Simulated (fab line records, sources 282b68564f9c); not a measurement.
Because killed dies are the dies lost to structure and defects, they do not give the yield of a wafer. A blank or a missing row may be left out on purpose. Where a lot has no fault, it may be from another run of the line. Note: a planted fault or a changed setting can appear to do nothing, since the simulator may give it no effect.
2 desks looking at one fault -- flow rit cmos -- each desk has only its own numbers; what lay behind them comes last

## FROM THE METROLOGY DESK
What the gauges read, lot by lot, whatever tool the lot ran on: means of the sampled wafers that have a number. Any lot whose mean is over 4 standard deviations away from the usual mean is out of limits and marked OUT; that distance is given in the brackets.
Columns: A = PSD_TW at RIT_PSD_TW_MEAS_10, usual 3417; B = PSD_RS at RIT_SDANNEAL_RS_MEAS_04, usual 115.90 ohm/sq
lot,first seen here,A,B
L519,day 3 02:53,3471,115.82
L520,day 3 08:52,3422,115.55
L521,day 3 12:48,3441,116.23
L522,day 3 18:41,3357,115.63
L524,day 4 06:02,3391,116.00
L525,day 4 07:52,2651 (-25) OUT,149.72 (+99 or more) OUT
L527,day 4 21:55,2640 (-25) OUT,151.13 (+99 or more) OUT
L529,day 5 11:13,2646 (-25) OUT,153.79 (+99 or more) OUT
L531,day 5 23:40,3389,116.29
L533,day 6 05:52,3421,115.74
L537,day 6 22:28,3376,116.23
L536,day 7 05:20,3389,116.16
L538,day 7 06:57,3421,115.76
L541,day 8 02:20,3444,116.09
L542,day 8 04:34,3388,116.02
This desk finds L525, L527, L529 out of limits, with the earliest case on L525 at day 4 07:52 (PSD_TW at RIT_PSD_TW_MEAS_10). In limits: L519, L520, L521, L522, L524, L531, L533, L537, L536, L538, L541, L542.

## AT THE TOOL OWNER'S DESK: implanter-03
The tool's own readings at RIT_PSD_IMPLANT_08: means of the sampled wafers that have a number, for each lot that ran on this tool. Any lot whose mean is over 4 standard deviations away from the usual mean is out of limits and marked OUT; that distance is given in the brackets.
Columns: A = beam on s at RIT_PSD_IMPLANT_08, usual 11.7 s; B = dose ions cm2 at RIT_PSD_IMPLANT_08, usual 4.999e+15; C = end station pressure torr at RIT_PSD_IMPLANT_08, usual 1.53e-05 Torr; D = faraday current uA at RIT_PSD_IMPLANT_08, usual 13042
lot,first seen here,A,B,C,D
L522,day 3 18:22,11.6,5.009e+15,1.56e-05,13230
L524,day 4 05:44,11.5,5.001e+15,1.55e-05,13298
L525,day 4 07:32,10.1,1.004e+15 (-99 or more) OUT,7.13e-06 (-10) OUT,3090 (-22) OUT
L527,day 4 21:37,10.1,1.006e+15 (-99 or more) OUT,7.33e-06 (-10) OUT,3096 (-22) OUT
L529,day 5 10:53,10.0,1.002e+15 (-99 or more) OUT,7.70e-06 (-9.5) OUT,3137 (-22) OUT
L541,day 8 02:01,11.6,4.999e+15,1.59e-05,13245
L542,day 8 04:17,11.4,4.991e+15,1.57e-05,13391
Finding of this desk: L525, L527, L529 out of limits; the first was L525 at day 4 07:32, on dose ions cm2 at RIT_PSD_IMPLANT_08. In limits: L522, L524, L541, L542.

## ALL TOGETHER
The tool owner's desk could have raised an alarm at day 4 07:32, on L525, L527, L529.
On L525, L527, L529, the metrology desk was in a position to raise an alarm at day 4 07:52.
All the named lots went through RIT_PSD_IMPLANT_08 on implanter-03.

## WHAT THE SIMULATOR PUT IN
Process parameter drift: implanter-03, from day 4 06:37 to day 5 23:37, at RIT_PSD_IMPLANT_08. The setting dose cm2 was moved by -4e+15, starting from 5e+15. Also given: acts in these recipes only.
Shown lots that were struck: L525, L527, L529.
Counting hours from when the fault started, the first reading out of limits came at 1 for the tool owner's desk and at 1 for the metrology desk.
